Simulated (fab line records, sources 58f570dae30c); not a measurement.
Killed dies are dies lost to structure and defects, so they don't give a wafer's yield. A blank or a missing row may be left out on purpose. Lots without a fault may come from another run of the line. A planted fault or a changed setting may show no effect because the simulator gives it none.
Which tool did it? | flow berkeley_cmos170 | 14 lots, 42 wafers sampled, at 2 steps of a route of 331

WHAT THE GAUGES READ, wafer by wafer
UCB170_SDANNEAL_RS_MEAS_03: measures by four-point-probe.
lot  | measured     | on            | NSD_RS (ohm/sq)
L539 | day 8 02:39  | film_metro-01 | 36.97 37.01 37.13
L538 | day 8 02:26  | film_metro-03 | 37.13 37.13 37.14
L541 | day 8 08:53  | film_metro-03 | 37.13 37.08 37.22
L542 | day 8 09:20  | film_metro-01 | 37.02 36.99 37.00
L540 | day 8 09:24  | film_metro-02 | 37.08 37.07 37.09
L543 | day 9 05:31  | film_metro-01 | 37.12 37.12 37.07
L544 | day 9 05:04  | film_metro-03 | 37.20 37.11 37.15
L545 | day 9 05:44  | film_metro-02 | 37.07 37.02 37.04
L547 | day 9 15:15  | film_metro-01 | 37.23 37.24 37.17
L550 | day 10 05:37 | film_metro-03 | 37.12 37.17 37.15
L552 | day 11 02:35 | film_metro-01 | 37.05 37.24 37.04
L555 | day 11 15:50 | film_metro-02 | 37.08 37.11 37.04
L558 | day 12 08:40 | film_metro-02 | 37.16 37.28 37.24
L560 | day 12 22:25 | film_metro-02 | 37.14 37.06 37.22

WHICH TOOL RAN EACH LOT (tool, then ch and the chambers of the sampled wafers, then the start)
lot  | UCB170_NVT_STRIP_08
L539 | plasma_asher-04 ch 0, day 6 15:04
L538 | plasma_asher-03 ch 0,1, day 6 15:21
L541 | plasma_asher-04 ch 0,1, day 7 03:17
L542 | plasma_asher-03 ch 0,1, day 7 03:33
L540 | plasma_asher-03 ch 0,1, day 7 04:11
L543 | plasma_asher-02 ch 0,1, day 7 18:14
L544 | plasma_asher-04 ch 0,1, day 7 18:25
L545 | plasma_asher-03 ch 0,1, day 7 18:42
L547 | plasma_asher-04 ch 0,1, day 8 04:37
L550 | plasma_asher-03 ch 0,1, day 8 21:07
L552 | plasma_asher-04 ch 0,1, day 9 12:30
L555 | plasma_asher-02 ch 0,1, day 10 03:01
L558 | plasma_asher-03 ch 0,1, day 10 22:22
L560 | plasma_asher-03 ch 0,1, day 11 06:13
- UCB170_NVT_STRIP_08: strips in O2.

WHAT THE TOOLS THEMSELVES READ (means of the sampled wafers that have a number; where no wafer has one, the mark that the record gives instead)
UCB170_NVT_STRIP_08.
lot  | tool            | drypump_motor_current_A (A) | oes_product_au (a.u.) | strip_time_to_endpoint_s (s)
L539 | plasma_asher-04 | 5.46                        | 0.735                 | 21.66
L538 | plasma_asher-03 | 5.45                        | 0.737                 | 21.63
L541 | plasma_asher-04 | 5.46                        | 0.737                 | 21.72
L542 | plasma_asher-03 | 5.13                        | 0.732                 | 21.64
L540 | plasma_asher-03 | 5.17                        | 0.737                 | 21.63
L543 | plasma_asher-02 | 5.11                        | 0.740                 | 21.61
L544 | plasma_asher-04 | 5.42                        | 0.735                 | 21.53
L545 | plasma_asher-03 | 5.15                        | 0.735                 | 21.72
L547 | plasma_asher-04 | 5.46                        | 0.730                 | 21.67
L550 | plasma_asher-03 | 5.43                        | 0.733                 | 21.70
L552 | plasma_asher-04 | 5.44                        | 0.736                 | 21.61
L555 | plasma_asher-02 | 5.09                        | 0.733                 | 21.63
L558 | plasma_asher-03 | 5.16                        | 0.736                 | 21.68
L560 | plasma_asher-03 | 5.15                        | 0.738                 | 21.69

THE ANSWER, worked out from the rows above alone
Rule: what is usual is taken from the lots themselves. Put in order of their means at a reading, lots are off if they are a third of the lots or fewer, leave a main group of 4 or more, and stand apart from it by a gap of 3 or more times the standard deviation of the main group's means; of several such gaps the widest counts. A main group whose means are all the same, to the digits that the tables above print for the reading, isn't used. A lot without any number at a reading at which 4 lots or more have one is off too. The other lots that the step has rows for count as sound. The gauges are gone through in route order, then the tools' own readings, and for those a lot's mean is taken as printed above. The first step at which some lot is off is used, and at that step the reading that is off furthest; a lot without a number counts as furthest.
No lot is off at any reading shown: from this, nothing can be told.

WHAT THE SIMULATOR HAD PUT IN
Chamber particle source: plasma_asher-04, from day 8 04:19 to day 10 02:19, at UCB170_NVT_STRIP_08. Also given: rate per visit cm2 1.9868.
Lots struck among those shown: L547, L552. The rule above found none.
